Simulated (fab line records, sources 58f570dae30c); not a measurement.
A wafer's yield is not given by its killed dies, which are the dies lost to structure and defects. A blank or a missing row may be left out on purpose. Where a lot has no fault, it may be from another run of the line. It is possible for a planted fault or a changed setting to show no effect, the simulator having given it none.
Tool commonality check :: flow berkeley-cmos170 :: Lots sampled 14, wafers sampled 42

== WHY IT WAS OPENED ==
2 of 14 lots carry a flag on the reading NWELL_NITRIDE_THK at UCB170_NWELL_THK_MEAS_05. No-fault wafers: 229.2 nm, standard deviation 1.9.
Rule: a lot is flagged in two cases, either no wafer of it has a number, or all its wafers with numbers fall more than 4 standard deviations from that mean. The other lots count as sound.

lot: L836
measured: day 1 23:47
on: film-metro-02
NWELL_NITRIDE_THK (nm), wafer by wafer: 230.3 231.4 229.9
flag: 

lot: L837
measured: day 2 05:06
on: film-metro-02
NWELL_NITRIDE_THK (nm), wafer by wafer: 233.7 231.5 231.5
flag: 

lot: L838
measured: day 2 13:28
on: film-metro-02
NWELL_NITRIDE_THK (nm), wafer by wafer: 226.1 226.5 227.0
flag: 

lot: L839
measured: day 3 00:50
on: film-metro-04
NWELL_NITRIDE_THK (nm), wafer by wafer: 228.2 227.9 228.5
flag: 

lot: L840
measured: day 3 00:50
on: film-metro-02
NWELL_NITRIDE_THK (nm), wafer by wafer: 226.4 228.1 225.8
flag: 

lot: L841
measured: day 3 08:33
on: film-metro-02
NWELL_NITRIDE_THK (nm), wafer by wafer: 227.8 225.2 226.7
flag: 

lot: L842
measured: day 3 15:41
on: film-metro-03
NWELL_NITRIDE_THK (nm), wafer by wafer: 138.4 139.9 137.5
flag: FLAGGED

lot: L843
measured: day 3 18:34
on: film-metro-02
NWELL_NITRIDE_THK (nm), wafer by wafer: 138.5 138.7 139.0
flag: FLAGGED

lot: L848
measured: day 4 18:58
on: film-metro-04
NWELL_NITRIDE_THK (nm), wafer by wafer: 229.0 228.7 229.2
flag: 

lot: L852
measured: day 5 11:31
on: film-metro-02
NWELL_NITRIDE_THK (nm), wafer by wafer: 227.8 228.7 228.2
flag: 

lot: L856
measured: day 6 10:56
on: film-metro-04
NWELL_NITRIDE_THK (nm), wafer by wafer: 226.9 227.6 226.6
flag: 

lot: L857
measured: day 6 16:44
on: film-metro-03
NWELL_NITRIDE_THK (nm), wafer by wafer: 229.7 228.8 228.3
flag: 

lot: L858
measured: day 6 21:25
on: film-metro-03
NWELL_NITRIDE_THK (nm), wafer by wafer: 228.6 228.3 228.8
flag: 

lot: L859
measured: day 7 04:10
on: film-metro-03
NWELL_NITRIDE_THK (nm), wafer by wafer: 233.9 232.0 232.1
flag: 
The mean of the flagged lots' numbers is 138.7 nm, -90.5 nm from the usual (-48 standard deviations).

== EACH LOT AND THE TOOL IT RAN ON ==
The record holds 1 process step before the reading, out of a route of 331 steps. Every cell lists first the tool, next ch and the chambers used by the sampled wafers, and last the start.
lot: L836
flag: 
UCB170_NWELL_CVD_04: lpcvd-02 ch 1, day 1 21:50

lot: L837
flag: 
UCB170_NWELL_CVD_04: lpcvd-02 ch 1, day 2 03:08

lot: L838
flag: 
UCB170_NWELL_CVD_04: lpcvd-01 ch 0, day 2 10:34

lot: L839
flag: 
UCB170_NWELL_CVD_04: lpcvd-02 ch 0, day 2 22:54

lot: L840
flag: 
UCB170_NWELL_CVD_04: lpcvd-02 ch 0, day 2 22:54

lot: L841
flag: 
UCB170_NWELL_CVD_04: lpcvd-01 ch 0, day 3 06:37

lot: L842
flag: FLAGGED
UCB170_NWELL_CVD_04: lpcvd-02 ch 1, day 3 12:46

lot: L843
flag: FLAGGED
UCB170_NWELL_CVD_04: lpcvd-02 ch 1, day 3 15:40

lot: L848
flag: 
UCB170_NWELL_CVD_04: lpcvd-01 ch 1, day 4 17:02

lot: L852
flag: 
UCB170_NWELL_CVD_04: lpcvd-01 ch 1, day 5 09:35

lot: L856
flag: 
UCB170_NWELL_CVD_04: lpcvd-01 ch 1, day 6 09:00

lot: L857
flag: 
UCB170_NWELL_CVD_04: lpcvd-02 ch 0, day 6 14:48

lot: L858
flag: 
UCB170_NWELL_CVD_04: lpcvd-02 ch 0, day 6 19:28

lot: L859
flag: 
UCB170_NWELL_CVD_04: lpcvd-02 ch 0, day 7 02:14
What is done by these steps:
- UCB170_NWELL_CVD_04: deposits Si3N4 from SiH2Cl2/NH3, target thk 224 nm, time 3360 s.
- UCB170_NWELL_THK_MEAS_05

== FLAGGED AGAINST TOTAL, ONE TOOL AT A TIME (gauges that did the reading follow at the end) ==
step: UCB170_NWELL_CVD_04
tool: lpcvd-01
lots run: 5
flagged: 0
share of the flagged lots: none
sound lots run after its first flagged lot: -

step: UCB170_NWELL_CVD_04
tool: lpcvd-02
lots run: 9
flagged: 2
share of the flagged lots: all
sound lots run after its first flagged lot: 3 (L857,L858,L859)

step: UCB170_NWELL_THK_MEAS_05
tool: film-metro-02
lots run: 7
flagged: 1
share of the flagged lots: some
sound lots run after its first flagged lot: 1 (L852)

step: UCB170_NWELL_THK_MEAS_05
tool: film-metro-03
lots run: 4
flagged: 1
share of the flagged lots: some
sound lots run after its first flagged lot: 3 (L857,L858,L859)

step: UCB170_NWELL_THK_MEAS_05
tool: film-metro-04
lots run: 3
flagged: 0
share of the flagged lots: none
sound lots run after its first flagged lot: -

== WHAT THE TABLE PERMITS ==
In the table, 1 row covers all flagged lots: lpcvd-02 at UCB170_NWELL_CVD_04.
- lpcvd-02 at UCB170_NWELL_CVD_04 ran 9 lots, 2 of them flagged. Lots that were sound ran on it after the first flagged one (L857, L858, L859); a persistent fault on the entire tool would not allow that.
Not one row of the table ran every flagged lot while running no sound lot after the first.

== WHAT HAD BEEN PUT IN BY THE SIMULATOR ==
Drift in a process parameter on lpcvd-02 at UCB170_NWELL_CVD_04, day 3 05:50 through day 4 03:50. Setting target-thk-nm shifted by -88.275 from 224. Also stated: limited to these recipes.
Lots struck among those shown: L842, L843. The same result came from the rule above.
